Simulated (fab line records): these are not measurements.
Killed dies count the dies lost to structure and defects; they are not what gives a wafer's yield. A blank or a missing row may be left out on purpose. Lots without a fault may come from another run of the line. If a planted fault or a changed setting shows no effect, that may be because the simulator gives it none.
fab line records -- flow rit_cmos
record lots=14, wafers=42, last_day=7
route steps=202 shown PLDD@122 M1@202
lots untouched by any fault: they come from a run of this same line in which no faults occurred
start_h: start of the lot's first displayed wafer, in hours after the record's first day -- wait_h: how many hours have passed since the lot's step before this one -- " identical to the entry in the row above -- L1.1+2: a row that stands for several wafers -- - either no value or no given start -- * or withheld: withheld -- < > ~ a bound
route shown NAME@n: a module of which the file shows steps, and the number in the route of the first -- usual: mean and standard deviation over wafers with no fault -- same: alike in all rows -- chamber/n: place in a boat -- sites: per-site readings -- _std_site: standard deviation of those values -- _edge_site: mean of outer sites minus mean of inner sites -- radius_mm: for every site, how far away it sits from the centre of the wafer -- mask NAME#n: copy n -- behind: the tool/chamber that last shaped the wafer -- hold: the reason the lot was held/the length of the hold in hours/how it ended -- device: the transistor (n, p or np) that didn't switch -- end of line: at the end of the route, the tests of the same wafers -- where a step has no rows: the recipe by itself -- killed: the dies lost at the first sort to structure and to defects; this is not the yield of the wafer -- map: a wafer's dies, marking killed ones x, the rest . and places with no die _
set.NAME: setting as actually run; set.NAME@STEP: the setting as run at that earlier step -- model.NAME: the simulator's own value behind a step, which no gauge read
a sample of lots followed through the steps of the route, with each step as a table and each wafer as a row
services: a tool's chamber out of use, with start hour (start_h, from the record's first day; less than 0 if before it), hours out, and reason
## steps
# step RIT_PLDD_IMPLANT_08
# recipe species=BF2, energy_kev=20, dose_cm2=9e+14, tilt_deg=7
# usual dose_ions_cm2=8.999e+14/1.1e+12, end_station_pressure_torr=7.3e-06/3.8e-07, faraday_current_uA=2819/55
# same implant_ion_amu=49
lot.wafer,tool,chamber,start_h,wait_h,dose_ions_cm2,end_station_pressure_torr,faraday_current_uA
L180.3,implanter-03,0,52.64,0.1,9.014e+14,7e-06,2792
L180.4,implanter-03,0,52.64,0.1,9.023e+14,7.5e-06,2712
L180.6,implanter-03,0,52.64,0.1,9.017e+14,7.1e-06,2908
L181.1,implanter-02,0,57.70,0.1,9.001e+14,7.9e-06,2802
L181.3,implanter-02,0,57.70,0.1,9.008e+14,7.2e-06,2873
L181.6,implanter-02,0,57.70,0.1,9.005e+14,7.5e-06,2808
L182.3,implanter-03,0,59.92,0.1,8.998e+14,7.2e-06,2918
L182.4,implanter-03,0,59.92,0.1,8.999e+14,7.1e-06,2814
L182.5,implanter-03,0,59.92,0.1,8.997e+14,7.1e-06,2779
L183.3,implanter-02,0,67.92,0.1,8.99e+14,7.5e-06,2772
L183.4,implanter-02,0,67.92,0.1,8.992e+14,7.9e-06,2819
L183.5,implanter-02,0,67.92,0.1,8.994e+14,7.9e-06,2811
L184.1,implanter-03,0,70.97,0.1,8.993e+14,7.6e-06,2769
L184.2,implanter-03,0,70.97,0.1,9.002e+14,7.7e-06,2796
L184.3,implanter-03,0,70.97,0.1,9.016e+14,6.8e-06,2785
L185.2,implanter-03,0,79.27,0.1,1.797e+14,5.6e-06,566
L185.4,implanter-03,0,79.27,0.1,1.804e+14,5.1e-06,560
L185.5,implanter-03,0,79.27,0.1,1.791e+14,4.9e-06,574
L186.3,implanter-03,0,81.84,0.1,1.805e+14,5.5e-06,567
L186.5,implanter-03,0,81.84,0.1,1.809e+14,5.4e-06,565
L186.6,implanter-03,0,81.84,0.1,1.79e+14,5.6e-06,571
L195.2,implanter-02,0,125.98,0.1,8.998e+14,7.8e-06,2895
L195.4,implanter-02,0,125.98,0.1,9.006e+14,7.4e-06,2767
L195.6,implanter-02,0,125.98,0.1,9.003e+14,7.8e-06,2879
L196.3,implanter-02,0,133.17,0.1,9.002e+14,6.5e-06,2740
L196.4,implanter-02,0,133.17,0.1,9.008e+14,7e-06,2777
L196.5,implanter-02,0,133.17,0.1,8.996e+14,7.2e-06,2754
L197.2,implanter-04,0,138.75,0.1,9.006e+14,7.7e-06,2897
L197.3,implanter-04,0,138.75,0.1,9.01e+14,7.5e-06,2792
L197.6,implanter-04,0,138.75,0.1,9.01e+14,6.7e-06,2838
L198.1,implanter-02,0,142.54,0.1,9.003e+14,8.1e-06,2783
L198.4,implanter-02,0,142.54,0.1,9.017e+14,6.6e-06,2828
L198.5,implanter-02,0,142.54,0.1,9.015e+14,7.4e-06,2869
L199.3,implanter-04,0,144.66,0.1,9.012e+14,6.9e-06,2954
L199.5,implanter-04,0,144.66,0.1,9.004e+14,7e-06,2862
L199.6,implanter-04,0,144.66,0.1,9.012e+14,7.9e-06,2802
L200.1,implanter-02,0,151.44,0.1,9.002e+14,7.5e-06,2852
L200.3,implanter-02,0,151.44,0.1,8.996e+14,7.3e-06,2727
L200.4,implanter-02,0,151.44,0.1,8.984e+14,7.3e-06,2894
L201.1,implanter-02,0,158.15,0.1,8.988e+14,8e-06,2832
L201.2,implanter-02,0,158.15,0.1,8.991e+14,7.5e-06,2818
L201.6,implanter-02,0,158.15,0.1,8.999e+14,7.8e-06,2820
# step RIT_PLDD_TW_MEAS_10
# usual PLDD_TW=2328/25
lot.wafer,tool,chamber,start_h,wait_h,PLDD_TW
L180.3,film_metro-02,-,52.94,0.1,2317
L180.4,film_metro-02,-,52.94,0.1,2310
L180.6,film_metro-02,-,52.94,0.1,2323
L181.1,film_metro-01,-,58.02,0.1,2294
L181.3,film_metro-01,-,58.02,0.1,2288
L181.6,film_metro-01,-,58.02,0.1,2297
L182.3,film_metro-02,-,60.22,0.1,2310
L182.4,film_metro-02,-,60.22,0.1,2325
L182.5,film_metro-02,-,60.22,0.1,2322
L183.3,film_metro-01,-,68.22,0.1,2303
L183.4,film_metro-01,-,68.22,0.1,2294
L183.5,film_metro-01,-,68.22,0.1,2299
L184.1,film_metro-03,-,71.30,0.1,2348
L184.2,film_metro-03,-,71.30,0.1,2347
L184.3,film_metro-03,-,71.30,0.1,2337
L185.2,film_metro-01,-,79.58,0.1,1453
L185.4,film_metro-01,-,79.58,0.1,1445
L185.5,film_metro-01,-,79.58,0.1,1448
L186.3,film_metro-02,-,82.14,0.1,1488
L186.5,film_metro-02,-,82.14,0.1,1489
L186.6,film_metro-02,-,82.14,0.1,1488
L195.2,film_metro-02,-,126.29,0.1,2368
L195.4,film_metro-02,-,126.29,0.1,2354
L195.6,film_metro-02,-,126.29,0.1,2354
L196.3,film_metro-01,-,133.47,0.1,2283
L196.4,film_metro-01,-,133.47,0.1,2283
L196.5,film_metro-01,-,133.47,0.1,2291
L197.2,film_metro-01,-,139.06,0.1,2283
L197.3,film_metro-01,-,139.06,0.1,2283
L197.6,film_metro-01,-,139.06,0.1,2271
L198.1,film_metro-03,-,142.87,0.1,2374
L198.4,film_metro-03,-,142.87,0.1,2378
L198.5,film_metro-03,-,142.87,0.1,2352
L199.3,film_metro-02,-,144.96,0.1,2348
L199.5,film_metro-02,-,144.96,0.1,2329
L199.6,film_metro-02,-,144.96,0.1,2344
L200.1,film_metro-01,-,151.77,0.1,2307
L200.3,film_metro-01,-,151.77,0.1,2299
L200.4,film_metro-01,-,151.77,0.1,2297
L201.1,film_metro-02,-,158.48,0.1,2345
L201.2,film_metro-02,-,158.48,0.1,2350
L201.6,film_metro-02,-,158.48,0.1,2340
# step RIT_SDANNEAL_RS_MEAS_06
# recipe thk_meas_gauge=four-point-probe
# usual PLDD_RS=178.5/0.53
lot.wafer,tool,chamber,start_h,wait_h,PLDD_RS[ohm/sq]
L180.3,film_metro-01,-,59.11,0.1,178.2
L180.4,film_metro-01,-,59.11,0.1,178.7
L180.6,film_metro-01,-,59.11,0.1,178.2
L181.1,film_metro-03,-,64.94,0.1,178.8
L181.3,film_metro-03,-,64.94,0.1,178.7
L181.6,film_metro-03,-,64.94,0.1,179.0
L182.3,film_metro-03,-,66.94,0.1,178.6
L182.4,film_metro-03,-,66.94,0.1,178.5
L182.5,film_metro-03,-,66.94,0.1,178.2
L183.3,film_metro-01,-,75.30,0.1,178.5
L183.4,film_metro-01,-,75.30,0.1,178.7
L183.5,film_metro-01,-,75.30,0.1,178.4
L184.1,film_metro-03,-,77.49,0.1,178.2
L184.2,film_metro-03,-,77.49,0.1,178.0
L184.3,film_metro-03,-,77.49,0.1,178.4
L185.2,film_metro-03,-,86.40,0.1,601.7
L185.4,film_metro-03,-,86.40,0.1,605.3
L185.5,film_metro-03,-,86.40,0.1,606.1
L186.3,film_metro-03,-,89.21,0.1,575.5
L186.5,film_metro-03,-,89.21,0.1,570.2
L186.6,film_metro-03,-,89.21,0.1,570.9
L195.2,film_metro-01,-,132.85,0.1,178.9
L195.4,film_metro-01,-,132.85,0.1,178.9
L195.6,film_metro-01,-,132.85,0.1,179.1
L196.3,film_metro-01,-,140.04,0.1,178.2
L196.4,film_metro-01,-,140.04,0.1,177.9
L196.5,film_metro-01,-,140.04,0.1,178.6
L197.2,film_metro-01,-,145.61,0.1,178.7
L197.3,film_metro-01,-,145.61,0.1,179.1
L197.6,film_metro-01,-,145.61,0.1,178.4
L198.1,film_metro-03,-,149.83,0.1,178.4
L198.4,film_metro-03,-,149.83,0.1,178.6
L198.5,film_metro-03,-,149.83,0.1,178.7
L199.3,film_metro-02,-,152.41,0.1,179.0
L199.5,film_metro-02,-,152.41,0.1,179.3
L199.6,film_metro-02,-,152.41,0.1,178.8
L200.1,film_metro-01,-,158.87,0.1,178.1
L200.3,film_metro-01,-,158.87,0.1,178.4
L200.4,film_metro-01,-,158.87,0.1,177.9
L201.1,film_metro-02,-,164.82,0.1,178.5
L201.2,film_metro-02,-,164.82,0.1,178.5
L201.6,film_metro-02,-,164.82,0.1,178.7
# step RIT_M1_PROBE_99
# usual killed_at_M0_to_M3=0.0/0.16, killed_at_contacts=0.0/0.2, killed_at_front_end=7.2/2.5, killed_dies=7.3/2.5, killed_on_rim=2.0/1.4, killed_open=3.8/1.9, killed_short=3.5/1.8
# same gross_dies=264, killed_at_M4_up=0, killed_at_back_side=0, killed_at_other=0
lot.wafer,tool,chamber,start_h,wait_h,killed_at_M0_to_M3,killed_at_contacts,killed_at_front_end,killed_dies,killed_on_rim,killed_open,killed_short
L196.3,prober-01,-,147.25,0.2,0,0,7,7,0,3,4
L196.4,prober-01,-,147.30,0.2,0,0,4,4,0,2,2
L196.5,prober-01,-,147.35,0.2,0,0,10,10,4,4,6
# killed by level:class
L196.3 FOX1:geometric_particle:short=2 FOX1:geometric_particle:open=1 GATE:geometric_particle:open=1 GATE:geometric_particle:short=1 REOX:geometric_particle:short=1 SILICIDE:geometric_particle:open=1
L196.4 FOX1:geometric_particle:short=1 GATE:geometric_particle:open=1 REOX:geometric_particle:short=1 SILICIDE:geometric_particle:open=1
L196.5 GATE:geometric_particle:short=4 FOX1:geometric_particle:short=2 FOX1:geometric_particle:open=1 GATE:geometric_particle:open=1 REOX:geometric_particle:open=1 SILICIDE:geometric_particle:open=1
## services
tool,chamber,start_h,hours,kind
implanter-04,-,44.46,2.6,repair
implanter-02,-,49.55,4.1,pm
implanter-04,-,125.63,4.2,pm
implanter-03,-,128.68,36.5,repair
implanter-04,-,133.28,2.0,repair
## key
first_sign step=RIT_PLDD_IMPLANT_08, reading=dose_ions_cm2, direction=down, sigmas=99+, usual=8.999e+14, struck=1.799e+14
effect step=RIT_PLDD_IMPLANT_08, reading=faraday_current_uA, direction=down, sigmas=41, usual=2819, struck=567
effect step=RIT_PLDD_TW_MEAS_10, reading=PLDD_TW, direction=down, sigmas=35, usual=2328, struck=1469
effect step=RIT_SDANNEAL_RS_MEAS_06, reading=PLDD_RS, direction=up, sigmas=99+, usual=178.5, struck=588.3
met_at RIT_PLDD_IMPLANT_08
struck_lots L185,L186
tester_left_out L185,L186
onset_between 70.97 79.27
fault kind=process_parameter_drift, tool=implanter-03, chamber=-, onset_h=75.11, steps=RIT_PLDD_IMPLANT_08, channel=dose_cm2, offset=-7.2e+14, shape=step, end_h=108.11, acts_in=these_recipes_only, stated=9e+14
# tester_left_out: of these lots the tester's yield and bins aren't shown, on N5 and GAA mostly nor the transistor test; their killed dies are dies lost to structure and defects alone, not to doping, threshold or leakage, so they don't give the yield
